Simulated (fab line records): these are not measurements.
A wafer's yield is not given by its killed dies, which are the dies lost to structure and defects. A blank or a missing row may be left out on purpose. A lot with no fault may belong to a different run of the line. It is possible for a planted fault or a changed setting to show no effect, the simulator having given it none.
Which tool was responsible? | flow rit cmos | 7 lots, 21 wafers sampled, at 2 steps of a route of 202

## WHAT EACH GAUGE READ, for each wafer
RIT_GATE_THK_MEAS_07.
lot  | measured    | on            | GATE_OXIDE_THK (nm)
L394 | day 2 11:04 | film metro-01 | 2.97 2.90 2.96
L395 | day 2 16:02 | film metro-02 | 2.98 2.94 2.99
L396 | day 2 20:08 | film metro-01 | 3.07 3.03 3.03
L406 | day 4 21:42 | film metro-02 | 3.82 3.79 3.89
L408 | day 5 07:20 | film metro-02 | 3.95 3.96 3.92
L410 | day 5 17:47 | film metro-03 | 3.00 3.06 2.99
L415 | day 6 18:22 | film metro-01 | 3.00 3.01 3.02

## WHICH TOOL RAN EACH LOT (tool, then ch and the chambers of the sampled wafers, then the start)
lot  | RIT_ACTIVE_STRIP_14
L394 | plasma asher-01 ch 0,1, day 1 16:13
L395 | plasma asher-02 ch 0,1, day 1 20:41
L396 | plasma asher-01 ch 0,1, day 2 01:33
L406 | plasma asher-02 ch 0,1, day 4 03:29
L408 | plasma asher-01 ch 0,1, day 4 12:58
L410 | plasma asher-04 ch 0,1, day 4 23:53
L415 | plasma asher-02 ch 0,1, day 5 23:50
- RIT_ACTIVE_STRIP_14: strips in O2, time 180 s.

## THE ANSWER, worked out from the rows above alone
Rule: usual is defined by the lots themselves. Put in order of their means at a reading, lots are off if they are a third of the lots or fewer, leave a main group of 4 or more, and stand apart from it by a gap of 3 or more times the standard deviation of the main group's means; of several such gaps the widest counts. If all means in a main group match to the digits the tables above print for the reading, that group is not used. A lot without any number at a reading at which 4 lots or more have one is off too. Any other lot the step has rows for is counted as sound.
Off: at RIT_GATE_THK_MEAS_07 (GATE_OXIDE_THK), L406, L408. The main group has a mean of 3.00 nm with a standard deviation of 0.036.
A tool fits if, at a process step before that reading, it ran every lot that is off, and no sound lot after the first of them. Gauges at RIT_GATE_THK_MEAS_07: tried the same way as those tools. One fits: RIT_GATE_THK_MEAS_07 on film metro-02. A fault onset in the window from L395 (day 2 16:02, its last sound lot) to L406 (day 4 21:42, its first lot off) fits.

## WHAT HAD BEEN PUT IN BY THE SIMULATOR
Metrology matching offset: film metro-02, from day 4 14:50 on, at RIT_GATE_THK_MEAS_07. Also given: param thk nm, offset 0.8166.
Shown lots that were struck: L406, L408. The rule above reached the same finding.
